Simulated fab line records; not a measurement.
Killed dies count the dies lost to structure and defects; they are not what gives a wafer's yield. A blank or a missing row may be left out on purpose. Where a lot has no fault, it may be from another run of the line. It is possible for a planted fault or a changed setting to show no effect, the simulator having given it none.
Chamber matching    flow berkeley cmos170    4 sister chambers for UCB170_V1_CMP_02 on cmp-01
The step polishes SiO2. 14 wafers are shown with their chamber, then 7 later ones without.

WAFERS WITH THEIR CHAMBER
wafer   chamber  motor current A (A)  platen rpm (rpm)  slurry filter dp kPa (kPa)
L580.1  1        16.6                 60.02             13.32
L580.2  0        15.0                 60.03             13.63
L580.5  3        16.1                 60.00             13.50
L586.2  0        14.7                 59.96             13.46
L586.5  1        16.8                 59.98             13.70
L586.6  2        16.5                 59.97             13.47
L584.3  0        14.8                 59.98             13.52
L584.4  3        14.7                 60.02             13.33
L584.5  3        14.9                 60.05             13.57
L596.1  2        16.3                 59.99             13.55
L596.2  1        17.5                 60.02             13.50
L596.6  3        16.4                 60.03             13.52
L594.2  2        16.5                 60.01             13.36
L594.3  0        15.8                 60.00             13.38

SIGNATURES (means of the wafers above)
reading               chamber 0  chamber 1  chamber 2  chamber 3  scatter within a chamber
motor current A       15.075     16.967     16.433     15.525     0.582
platen rpm            59.9925    60.0067    59.9900    60.0250    0.0242
slurry filter dp kPa  13.4975    13.5067    13.4600    13.4800    0.125
Rule: a wafer lies at a distance from a chamber equal to the root of the sum of squares, over the readings, of (its reading less the chamber's mean, divided by the reading's scatter). The wafer belongs to the nearest chamber; if the next one is less than 2 further off, it can't be placed. How the scatter is found: for the shown wafers, subtract from each reading the mean of its chamber, square and add these, divide the total by (wafers less chambers), then take the root.

WAFERS WITHOUT THEIR CHAMBER
wafer   motor current A (A)  platen rpm (rpm)  slurry filter dp kPa (kPa)
L594.4  16.8                 60.04             13.65
L598.2  15.9                 60.02             13.43
L598.5  16.0                 60.03             13.57
L598.6  15.5                 59.99             13.54
L599.1  15.2                 59.97             13.44
L599.2  16.5                 59.98             13.28
L599.5  17.3                 59.93             13.33

WHICH CHAMBER EACH ONE RAN IN
wafer   from the rows above                in truth
L594.4  can't be placed: 1 or 2 or 3 or 0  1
L598.2  can't be placed: 3 or 2 or 0 or 1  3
L598.5  can't be placed: 3 or 1 or 2 or 0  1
L598.6  can't be placed: 0 or 3 or 2 or 1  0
L599.1  can't be placed: 0 or 2 or 3       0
L599.2  can't be placed: 2 or 1 or 3 or 0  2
L599.5  can't be placed: 2 or 1 or 0       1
0 of 7 placed correctly. Unplaceable from these rows: 7, with the true chamber sitting among the candidates in 7. 0 placed wrongly.
